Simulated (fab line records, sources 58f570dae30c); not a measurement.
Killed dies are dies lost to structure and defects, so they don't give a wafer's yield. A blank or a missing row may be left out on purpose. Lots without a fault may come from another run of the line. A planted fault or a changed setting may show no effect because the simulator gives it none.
Which tool did it? | flow berkeley_cmos170 | 15 lots, 45 wafers sampled, at 5 steps of a route of 331

WHAT THE GAUGES READ, wafer by wafer
UCB170_PSD_CD_MEAS_06: target cd 1200 nm. Usual: cd_nm 1200.4 nm, standard deviation 1.4.
lot  | measured     | on        | cd_nm (nm)           | flag
L485 | day 7 14:42  | cd_sem-02 | 1198.7 1199.6 1199.4 |
L484 | day 7 15:02  | cd_sem-02 | 1202.7 1200.9 1200.2 |
L486 | day 8 05:10  | cd_sem-02 | 1199.3 1199.9 1199.6 |
L487 | day 8 16:01  | cd_sem-02 | 1201.3 1199.1 1201.4 |
L489 | day 8 16:23  | cd_sem-02 | 1200.4 1201.7 1200.7 |
L490 | day 9 06:05  | cd_sem-01 | 1202.3 1201.0 1200.7 |
L491 | day 9 06:23  | cd_sem-01 | 1201.3 1201.7 1201.2 |
L493 | day 9 15:02  | cd_sem-01 | 1199.7 1200.6 1200.5 |
L492 | day 9 15:23  | cd_sem-01 | 1200.1 1200.0 1201.0 |
L499 | day 10 16:15 | cd_sem-01 | 1200.3 1201.9 1200.7 |
L496 | day 10 16:29 | cd_sem-01 | 1260.5 1257.7 1258.1 | OFF
L498 | day 10 16:46 | cd_sem-01 | 1263.2 1264.4 1264.8 | OFF
L500 | day 11 18:20 | cd_sem-02 | 1245.7 1243.8 1244.3 | OFF
L507 | day 12 11:11 | cd_sem-02 | 1199.1 1198.0 1199.1 |
L506 | day 12 11:32 | cd_sem-01 | 1198.6 1200.1 1199.5 |

UCB170_M1_OVL_MEAS_10. Usual: M1_OVL 2 nm, standard deviation 4.3.
lot  | measured     | on         | M1_OVL (nm) | flag
L485 | day 8 06:03  | overlay-02 | 4 4 0       |
L484 | day 8 06:43  | overlay-02 | 0 -3 0      |
L486 | day 8 15:55  | overlay-01 | 4 -3 9      |
L487 | day 9 03:46  | overlay-01 | -5 12 7     |
L489 | day 9 04:55  | overlay-02 | -2 9 5      |
L490 | day 9 18:56  | overlay-01 | 0 -2 3      |
L491 | day 9 18:04  | overlay-01 | 0 3 -1      |
L493 | day 10 01:23 | overlay-01 | 1 -1 -5     |
L492 | day 10 02:26 | overlay-02 | -2 4 0      |
L499 | day 11 07:13 | overlay-01 | 5 5 4       |
L496 | day 11 10:07 | overlay-02 | -2 -4 0     |
L498 | day 11 09:44 | overlay-01 | -4 -2 5     |
L500 | day 12 10:25 | overlay-01 | -2 -4 3     |
L507 | day 13 00:23 | overlay-02 | 3 5 -4      |
L506 | day 13 00:21 | overlay-02 | 6 8 5       |

WHICH TOOL RAN EACH LOT (tool, then ch and the chambers of the sampled wafers, then the start)
lot  | UCB170_PSD_PEB_04                 | UCB170_NSD_STRIP_09                  | UCB170_SILICIDE_RTA_04
L485 | litho_track-03 ch 0, day 7 14:25  | plasma_asher-02 ch 0,1, day 7 17:28  | rtp_anneal-01 ch 0, day 7 22:29
L484 | litho_track-03 ch 0, day 7 14:40  | plasma_asher-02 ch 0,1, day 7 17:59  | rtp_anneal-01 ch 0, day 7 23:02
L486 | litho_track-03 ch 0, day 8 04:54  | plasma_asher-02 ch 0,1, day 8 07:27  | rtp_anneal-01 ch 0, day 8 09:24
L487 | litho_track-04 ch 0, day 8 15:44  | plasma_asher-03 ch 0,1, day 8 18:14  | rtp_anneal-02 ch 0, day 8 21:20
L489 | litho_track-04 ch 0, day 8 16:06  | plasma_asher-02 ch 0,1, day 8 18:44  | rtp_anneal-01 ch 0, day 8 21:32
L490 | litho_track-01 ch 0, day 9 05:49  | plasma_asher-03 ch 0,1, day 9 09:29  | rtp_anneal-01 ch 0, day 9 11:27
L491 | litho_track-03 ch 0, day 9 06:02  | plasma_asher-02 ch 0,1, day 9 09:37  | rtp_anneal-02 ch 0, day 9 11:37
L493 | litho_track-04 ch 0, day 9 14:40  | plasma_asher-02 ch 1, day 9 17:16    | rtp_anneal-01 ch 0, day 9 19:27
L492 | litho_track-01 ch 0, day 9 14:56  | plasma_asher-03 ch 0,1, day 9 17:37  | rtp_anneal-02 ch 0, day 9 19:35
L499 | litho_track-03 ch 0, day 10 15:59 | plasma_asher-01 ch 0,1, day 10 19:22 | rtp_anneal-02 ch 0, day 10 21:22
L496 | litho_track-04 ch 0, day 10 16:13 | plasma_asher-03 ch 0,1, day 10 19:31 | rtp_anneal-01 ch 0, day 10 21:31
L498 | litho_track-04 ch 0, day 10 16:30 | plasma_asher-01 ch 0,1, day 10 20:00 | rtp_anneal-02 ch 0, day 10 21:57
L500 | litho_track-04 ch 0, day 11 18:04 | plasma_asher-02 ch 0,1, day 11 20:29 | rtp_anneal-01 ch 0, day 12 01:13
L507 | litho_track-03 ch 0, day 12 10:54 | plasma_asher-01 ch 0,1, day 12 12:58 | rtp_anneal-02 ch 0, day 12 14:55
L506 | litho_track-03 ch 0, day 12 11:15 | plasma_asher-02 ch 0,1, day 12 13:22 | rtp_anneal-01 ch 0, day 12 15:20
- UCB170_PSD_PEB_04
- UCB170_NSD_STRIP_09: strips in O2.
- UCB170_SILICIDE_RTA_04: time 15 s.

WHAT THE TOOLS THEMSELVES READ (means of the sampled wafers that have a number; where no wafer has one, the mark that the record gives instead)
UCB170_PSD_PEB_04. Usual: heater_power_total_W 56.81 W, standard deviation 0.05; plate_temp_C 130.00 C, standard deviation 0.13.
lot  | tool           | heater_power_total_W (W) | plate_temp_C (C) | flag
L485 | litho_track-03 | 56.79                    | 130.03           |
L484 | litho_track-03 | 56.84                    | 130.08           |
L486 | litho_track-03 | 56.83                    | 130.02           |
L487 | litho_track-04 | 56.82                    | 130.07           |
L489 | litho_track-04 | 56.76                    | 130.18           |
L490 | litho_track-01 | 56.79                    | 130.09           |
L491 | litho_track-03 | 56.73                    | 130.09           |
L493 | litho_track-04 | 56.77                    | 129.84           |
L492 | litho_track-01 | 56.85                    | 130.00           |
L499 | litho_track-03 | 56.79                    | 129.95           |
L496 | litho_track-04 | 67.79                    | 149.03           | OFF
L498 | litho_track-04 | 67.80                    | 149.02           | OFF
L500 | litho_track-04 | 67.81                    | 148.92           | OFF
L507 | litho_track-03 | 56.77                    | 129.95           |
L506 | litho_track-03 | 56.83                    | 129.90           |

UCB170_NSD_STRIP_09. Usual: drypump_motor_current_A 5.56 A, standard deviation 0.29; oes_product_au 0.534 a.u., standard deviation 0.0047; strip_time_to_endpoint_s 35.84 s, standard deviation 0.062.
lot  | tool            | drypump_motor_current_A (A) | oes_product_au (a.u.) | strip_time_to_endpoint_s (s) | flag
L485 | plasma_asher-02 | 5.48                        | 0.532                 | 35.82                        |
L484 | plasma_asher-02 | 5.48                        | 0.539                 | 35.72                        |
L486 | plasma_asher-02 | 5.49                        | 0.532                 | 35.88                        |
L487 | plasma_asher-03 | 5.89                        | 0.532                 | 35.86                        |
L489 | plasma_asher-02 | 5.50                        | 0.540                 | 35.90                        |
L490 | plasma_asher-03 | 5.90                        | 0.534                 | 35.82                        |
L491 | plasma_asher-02 | 5.50                        | 0.535                 | 35.88                        |
L493 | plasma_asher-02 | 5.43                        | 0.535                 | 35.92                        |
L492 | plasma_asher-03 | 5.68                        | 0.536                 | 35.88                        |
L499 | plasma_asher-01 | 5.46                        | 0.535                 | 35.82                        |
L496 | plasma_asher-03 | 5.89                        | 0.536                 | 35.82                        |
L498 | plasma_asher-01 | 5.45                        | 0.533                 | 35.79                        |
L500 | plasma_asher-02 | 5.47                        | 0.537                 | 35.74                        |
L507 | plasma_asher-01 | 5.26                        | 0.532                 | 35.74                        |
L506 | plasma_asher-02 | 5.47                        | 0.537                 | 35.89                        |

UCB170_SILICIDE_RTA_04. Usual: lamp_power_pct 9.6 %, standard deviation 1.2; wafer_temp_C_max 653.3, standard deviation 0.7.
lot  | tool          | lamp_power_pct (%) | wafer_temp_C_max | flag
L485 | rtp_anneal-01 | 8.5                | 653.2            |
L484 | rtp_anneal-01 | 8.5                | 653.8            |
L486 | rtp_anneal-01 | 8.5                | 653.9            |
L487 | rtp_anneal-02 | 10.9               | 653.4            |
L489 | rtp_anneal-01 | 8.5                | 652.9            |
L490 | rtp_anneal-01 | 8.5                | 653.5            |
L491 | rtp_anneal-02 | 10.9               | 653.1            |
L493 | rtp_anneal-01 | 8.5                | 652.9            |
L492 | rtp_anneal-02 | 10.9               | 652.7            |
L499 | rtp_anneal-02 | 10.9               | 653.4            |
L496 | rtp_anneal-01 | 8.5                | 653.9            |
L498 | rtp_anneal-02 | 10.9               | 653.0            |
L500 | rtp_anneal-01 | 8.5                | 653.6            |
L507 | rtp_anneal-02 | 10.9               | 652.8            |
L506 | rtp_anneal-01 | 8.5                | 653.1            |

THE ANSWER, worked out from the rows above alone
Rule: a lot is off if the mean of its wafers that have a number lies more than 3 standard deviations from the usual mean. A lot without any number at a reading at which 4 lots or more have one is off too. The other lots that the step has rows for count as sound. The gauges are gone through in route order, then the tools' own readings, and for those a lot's mean is taken as printed above. The first step at which some lot is off is used, and at that step the reading that is off furthest; a lot without a number counts as furthest.
Off: L496, L498, L500, at UCB170_PSD_CD_MEAS_06 (cd_nm).
A tool fits if, at a process step before that reading, it ran every lot that is off, and no sound lot after the first of them. The gauges at UCB170_PSD_CD_MEAS_06 aren't tried: what is off there is off at UCB170_PSD_PEB_04 too, on other tools, and a gauge's error can't cause that. One fits: litho_track-04 at UCB170_PSD_PEB_04. Its last sound lot is L493 (day 9 14:40), its first lot that is off L496 (day 10 16:13): a fault that began between those two fits.
The tool's own readings at UCB170_PSD_PEB_04 bear it out: on the lots that are off they differ by more than 5 times the standard deviation of the sound lots' means. heater_power_total_W reads 67.80 W there against 56.80 W on the sound lots; plate_temp_C reads 148.99 C there against 130.02 C on the sound lots.

WHAT THE SIMULATOR HAD PUT IN
Process parameter drift: litho_track-04, from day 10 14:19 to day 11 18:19, at UCB170_PSD_PEB_04. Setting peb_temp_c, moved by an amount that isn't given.
Lots struck among those shown: L496, L498, L500. The rule above found the same.
